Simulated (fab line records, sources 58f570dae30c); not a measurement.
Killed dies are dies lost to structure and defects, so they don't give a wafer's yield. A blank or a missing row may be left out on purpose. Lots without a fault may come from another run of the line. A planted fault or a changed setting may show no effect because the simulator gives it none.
fab line records | flow berkeley_cmos170 | part 2 of 2: steps 32 to 41 of 41
record lots=5 wafers=15 last_day=12
route steps=331 shown SPACER@172 PSD@175 NSD@187 BACKSIDE@199 SDANNEAL@204 PLDD@208 NLDD@209 SILICIDE@210
lots that met no fault: from a run of the same line without faults
start_h: hours from the record's first day to the start of the lot's first wafer shown | wait_h: hours since the lot's step before | " the same as in the row above | L1.1+2: a row that stands for several wafers | - no value, or no start given | * or withheld: withheld | < > ~ a bound
route shown NAME@n: a module of which the file shows steps, and the number in the route of the first | usual: mean/standard deviation of fault-free wafers | same: alike in all rows | chamber/n: place in a boat | sites: the reading at each site | _std_site: their standard deviation | _edge_site: outer sites' mean less inner sites' | radius_mm: how far each site lies from the wafer's centre | mask NAME#n: copy n | behind: the tool/chamber that last shaped the wafer | hold: why the lot was held/for how many hours/how that ended | device: the transistor (n, p or np) that didn't switch | end of line: the same wafers' tests at the end of the route | a step without rows: its recipe alone | killed: dies lost to structure and defects at the first sort, not the wafer's yield | map: a wafer's dies, x killed, . not, _ none there
set.NAME: the setting as run; set.NAME@STEP: as run at that earlier step | model.NAME: the simulator's own value behind a step, which no gauge read
lots at some steps of the route; a table a step, a row a wafer
services: from which hour (start_h, from the record's first day; less than 0 if before it) a tool's chamber was out of use, for how many hours, and why
## steps
# step UCB170_BACKSIDE_CLEAN_04
# recipe chemistry=SPM temp_c=120 time_s=600
# columns lot.wafer tool chamber start_h wait_h
L074.2+5+6 wet_bench-01 2 152.90 0.1
L084.1+5+6 wet_bench-04 1 213.77 0.2
L086.1+4+6 wet_bench-04 0 220.94 0.2
L087.3+5+6 wet_bench-02 3 241.24 0.0
L092.1+2+6 wet_bench-04 1 265.35 0.1
# step UCB170_SDANNEAL_RTA_00
# recipe temp_c=900 time_s=10 ambient=N2
# usual chamber_o2_ppm=1.996/0.021 lamp_power_pct=24.9/1.4 wafer_temp_C_max=903.3/0.77
# columns lot.wafer tool chamber start_h wait_h chamber_o2_ppm lamp_power_pct wafer_temp_C_max
L074.2 rtp_anneal-02 0 153.67 0.0 2.002 26.4 902.8
L074.5 " 0 " " 1.995 26.4 903.2
L074.6 " 0 " " 2.011 26.4 902.3
L084.1 rtp_anneal-02 0 213.94 0.0 1.968 26.4 902.6
L084.5 " 0 " " 1.994 26.4 902.9
L084.6 " 0 " " 1.966 26.4 902.0
L086.1 rtp_anneal-01 0 221.12 0.0 2.010 23.6 903.8
L086.4 " 0 " " 1.995 23.7 904.5
L086.6 " 0 " " 2.004 23.6 904.1
L087.3 rtp_anneal-01 0 241.45 0.0 1.976 23.7 903.5
L087.5 " 0 " " 1.970 23.6 904.0
L087.6 " 0 " " 1.978 23.7 903.5
L092.1 rtp_anneal-01 0 265.54 0.0 2.066 23.7 902.4
L092.2 " 0 " " 1.992 23.6 904.4
L092.6 " 0 " " 2.011 23.7 903.5
# step UCB170_SDANNEAL_RTA_01
# recipe temp_c=1050 time_s=5 ambient=N2
# usual chamber_o2_ppm=2.002/0.021 lamp_power_pct=38.5/2.1 wafer_temp_C_max=1053.8/0.8
# columns lot.wafer tool chamber start_h wait_h chamber_o2_ppm lamp_power_pct wafer_temp_C_max
L074.2 rtp_anneal-02 0 153.74 0.1 1.981 40.8 1053.5
L074.5 " 0 " " 1.986 40.8 1053.1
L074.6 " 0 " " 1.966 40.7 1054.1
L084.1 rtp_anneal-02 0 214.01 0.1 2.029 40.7 1054.1
L084.5 " 0 " " 2.010 40.7 1052.7
L084.6 " 0 " " 1.968 40.7 1052.5
L086.1 rtp_anneal-01 0 221.18 0.1 2.008 36.6 1053.3
L086.4 " 0 " " 2.021 36.5 1053.9
L086.6 " 0 " " 2.026 36.5 1054.6
L087.3 rtp_anneal-01 0 241.52 0.1 1.999 36.5 1056.6
L087.5 " 0 " " 2.008 36.5 1053.4
L087.6 " 0 " " 1.993 36.5 1053.8
L092.1 rtp_anneal-01 0 265.61 0.1 1.997 36.5 1053.9
L092.2 " 0 " " 1.998 36.6 1054.1
L092.6 " 0 " " 2.005 36.5 1054.5
# step UCB170_SDANNEAL_RS_MEAS_02
# recipe thk_meas_gauge=four-point-probe
# usual PSD_RS=75.6/0.34
# columns lot.wafer tool chamber start_h wait_h PSD_RS[ohm/sq]
L074.2 film_metro-04 - 153.81 0.1 75.9
L074.5 " - " " 75.9
L074.6 " - " " 75.9
L084.1 film_metro-04 - 214.07 0.0 74.8
L084.5 " - " " 75.0
L084.6 " - " " 75.2
L086.1 film_metro-03 - 221.24 0.0 75.7
L086.4 " - " " 75.5
L086.6 " - " " 75.9
L087.3 film_metro-04 - 241.60 0.1 75.0
L087.5 " - " " 74.7
L087.6 " - " " 74.9
L092.1 film_metro-04 - 265.66 0.0 75.6
L092.2 " - " " 76.0
L092.6 " - " " 75.8
# step UCB170_SDANNEAL_RS_MEAS_03
# recipe thk_meas_gauge=four-point-probe
# usual NSD_RS=37.28/0.089
# columns lot.wafer tool chamber start_h wait_h NSD_RS[ohm/sq]
L074.2 film_metro-04 - 153.93 0.1 37.33
L074.5 " - " " 37.33
L074.6 " - " " 37.39
L084.1 film_metro-04 - 214.19 0.1 37.26
L084.5 " - " " 37.26
L084.6 " - " " 37.30
L086.1 film_metro-03 - 221.36 0.1 37.29
L086.4 " - " " 37.25
L086.6 " - " " 37.28
L087.3 film_metro-04 - 241.72 0.1 37.21
L087.5 " - " " 37.23
L087.6 " - " " 37.27
L092.1 film_metro-04 - 265.78 0.1 37.22
L092.2 " - " " 37.19
L092.6 " - " " 37.22
# step UCB170_SDANNEAL_RS_MEAS_04
# recipe thk_meas_gauge=four-point-probe
# usual PLDD_RS=1032.4/2.2
# columns lot.wafer tool chamber start_h wait_h PLDD_RS[ohm/sq]
L074.2 film_metro-04 - 154.05 0.1 1032.7
L074.5 " - " " 1031.5
L074.6 " - " " 1033.4
L084.1 film_metro-04 - 214.31 0.1 1035.8
L084.5 " - " " 1035.0
L084.6 " - " " 1032.1
L086.1 film_metro-03 - 221.48 0.1 1033.8
L086.4 " - " " 1029.8
L086.6 " - " " 1032.2
L087.3 film_metro-04 - 241.84 0.1 1029.0
L087.5 " - " " 1031.4
L087.6 " - " " 1030.9
L092.1 film_metro-04 - 265.90 0.1 1031.8
L092.2 " - " " 1032.9
L092.6 " - " " 1028.0
# step UCB170_SDANNEAL_RS_MEAS_05
# recipe thk_meas_gauge=four-point-probe
# usual NLDD_RS=616.5/1.3
# columns lot.wafer tool chamber start_h wait_h NLDD_RS[ohm/sq]
L074.2 film_metro-04 - 154.17 0.1 618.9
L074.5 " - " " 618.2
L074.6 " - " " 617.8
L084.1 film_metro-04 - 214.43 0.1 613.8
L084.5 " - " " 614.7
L084.6 " - " " 614.8
L086.1 film_metro-03 - 221.60 0.1 617.9
L086.4 " - " " 617.8
L086.6 " - " " 617.3
L087.3 film_metro-04 - 241.96 0.1 616.6
L087.5 " - " " 616.8
L087.6 " - " " 618.0
L092.1 film_metro-04 - 266.02 0.1 618.4
L092.2 " - " " 617.1
L092.6 " - " " 617.0
# step UCB170_SILICIDE_PRE_CLEAN_00
# recipe gas=Ar preclean_etch_time_s=60
# columns lot.wafer tool chamber start_h wait_h
L074.2+5+6 pvd_sputter-02 - 154.27 0.1
L084.1+5+6 pvd_sputter-02 - 214.55 0.1
L086.1+4+6 pvd_sputter-01 - 221.72 0.1
L087.3+5+6 pvd_sputter-04 - 242.04 0.1
L092.1+2+6 pvd_sputter-01 - 266.14 0.1
# step UCB170_SILICIDE_SPUTTER_01
# recipe material=Ti target_thk_nm=30 time_s=25 power_w=1500 chamber_pressure_pa=0.5
# usual throttle_valve_pct=30.1/0.93
# columns lot.wafer tool chamber start_h wait_h throttle_valve_pct
L074.2 pvd_sputter-02 - 154.33 0.0 29.3
L074.5 " - " " 30.5
L074.6 " - " " 31.7
L084.1 pvd_sputter-02 - 214.61 0.0 31.4
L084.5 " - " " 29.3
L084.6 " - " " 31.2
L086.1 pvd_sputter-01 - 221.79 0.0 29.4
L086.4 " - " " 29.7
L086.6 " - " " 30.5
L087.3 pvd_sputter-04 - 242.10 0.0 28.6
L087.5 " - " " 30.0
L087.6 " - " " 28.7
L092.1 pvd_sputter-01 - 266.21 0.0 29.1
L092.2 " - " " 29.2
L092.6 " - " " 29.4
# step UCB170_SILICIDE_RS_MEAS_02
# recipe thk_meas_gauge=four-point-probe reads=Ti_of_SILICIDE_SPUTTER_01
# usual SILICIDE_TI_RS=26.1/0.47
# columns lot.wafer tool chamber start_h wait_h SILICIDE_TI_RS[ohm/sq]
L074.2 film_metro-01 - 154.38 0.0 26.9
L074.5 " - " " 26.0
L074.6 " - " " 26.7
L084.1 film_metro-04 - 214.64 0.0 26.3
L084.5 " - " " 26.2
L084.6 " - " " 26.0
L086.1 film_metro-04 - 221.82 0.0 25.7
L086.4 " - " " 25.9
L086.6 " - " " 26.2
L087.3 film_metro-01 - 242.17 0.1 25.7
L087.5 " - " " 26.0
L087.6 " - " " 25.6
L092.1 film_metro-03 - 266.24 0.0 25.8
L092.2 " - " " 26.0
L092.6 " - " " 25.8
## services
# columns tool chamber start_h hours kind
krf_scanner-02 - 135.43 1.3 pm
furnace-04 - 137.70 3.4 pm
plasma_asher-02 - 150.08 3.2 repair
implanter-03 - 150.79 27.0 pm
krf_scanner-02 - 151.62 3.0 pm
krf_scanner-01 - 160.21 0.8 pm
wet_bench-02 - 172.76 38.8 pm
implanter-02 - 178.78 2.4 repair
plasma_asher-04 - 185.32 4.0 repair
krf_scanner-02 - 188.21 0.8 pm
krf_scanner-01 - 191.59 1.3 pm
implanter-02 - 206.49 4.5 pm
plasma_asher-01 - 207.43 12.8 repair
krf_scanner-02 0 212.64 - calibration
wet_bench-03 - 212.75 19.0 repair
rie_diel-02 2 228.24 1.5 repair
pvd_sputter-04 - 228.97 7.9 repair
krf_scanner-01 0 245.90 - calibration
krf_scanner-01 - 251.55 4.0 pm
rie_diel-04 3 254.54 - clean
rie_diel-04 3 254.54 21.8 scheduled_down
furnace-01 - 257.08 2.0 pm
krf_scanner-01 - 261.85 1.0 pm
furnace-04 - 265.50 32.9 repair
